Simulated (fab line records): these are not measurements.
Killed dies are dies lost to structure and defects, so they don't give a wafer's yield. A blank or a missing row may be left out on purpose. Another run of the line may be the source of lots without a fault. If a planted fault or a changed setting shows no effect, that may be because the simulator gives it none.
Comparing a struck lot with a sound one ; flow rit-cmos ; 14 out of 202 route steps
Sound: wafers L358.1, L358.3, L358.4. Wafers struck: L345.2, L345.4, L345.6. The cause comes at the end.
Each step with rows lists, per side, the tool, then ch with its chambers, then its first start. Under that, the readings that differ: sound wafers ; struck wafers ; difference of the means ; sigmas: that difference in standard deviations of wafers without a fault.
alike: same words and numbers on both sides, and readings whose means sit less than 2 such deviations apart. not compared: any withheld reading, any reading some wafer has no value for, any bound like >300 that may hide the same value, and any number with overlapping values for which the record gives no deviation.
Wherever a step has rows on one side only, a row that says differs or no value, or a row with sigmas, the two part there. Numbers that have no deviation but don't overlap get no sigmas and don't part them. A reading that every wafer of one side lacks parts them only if that side has two wafers or more.

first, 4 steps without rows for these wafers: RIT_NLDD_SOFTBAKE_02 (time 60 s); RIT_NLDD_EXPOSE_03 (exposes mask M7, target cd 40700 nm); RIT_NLDD_PEB_04; RIT_NLDD_DEVELOP_05 (develop time 50 s).
RIT_NLDD_OVL_MEAS_06:
  struck on overlay-02, day 3 12:10; sound on overlay-02, day 6 17:34
  alike: NLDD_OVL
then, 2 steps without rows for these wafers: RIT_NLDD_HARDBAKE_07 (time 60 s); RIT_NLDD_IMPLANT_08.
RIT_NLDD_STRIP_09: strips in O2, time 180 s.
  sound on plasma-asher-04 ch 0,1, day 6 17:54; struck on plasma-asher-04 ch 0,1, day 3 12:30
  alike: drypump-motor-current-A
  not compared: rf-hours-counter-h
RIT_NLDD_TW_MEAS_10:
  struck on film-metro-01, day 3 12:41; sound on film-metro-01, day 6 18:04
  alike: NLDD_TW
then, 3 steps without rows for these wafers: RIT_PLDD_HMDS_00 (prime time 60 s); RIT_PLDD_COAT_01 (resist thk 1000 nm); RIT_PLDD_SOFTBAKE_02 (time 60 s).
RIT_PLDD_EXPOSE_03: exposes mask M8, target cd 40900 nm.
  sound on iline-stepper-01 ch 0, day 6 18:43; struck on iline-stepper-01, day 3 13:20
  no value came back on the struck wafers for exposure-dose-mJ-cm2, focus-offset-nm (nm); on the sound wafers exposure-dose-mJ-cm2 reads 250.01 249.85 249.68
  alike: mask
following that, these wafers have no rows for 1 step: RIT_PLDD_PEB_04.

== WHERE THEY PART ==
Only at RIT_PLDD_EXPOSE_03, as far as this record shows.

WHY: what had been put in by the simulator
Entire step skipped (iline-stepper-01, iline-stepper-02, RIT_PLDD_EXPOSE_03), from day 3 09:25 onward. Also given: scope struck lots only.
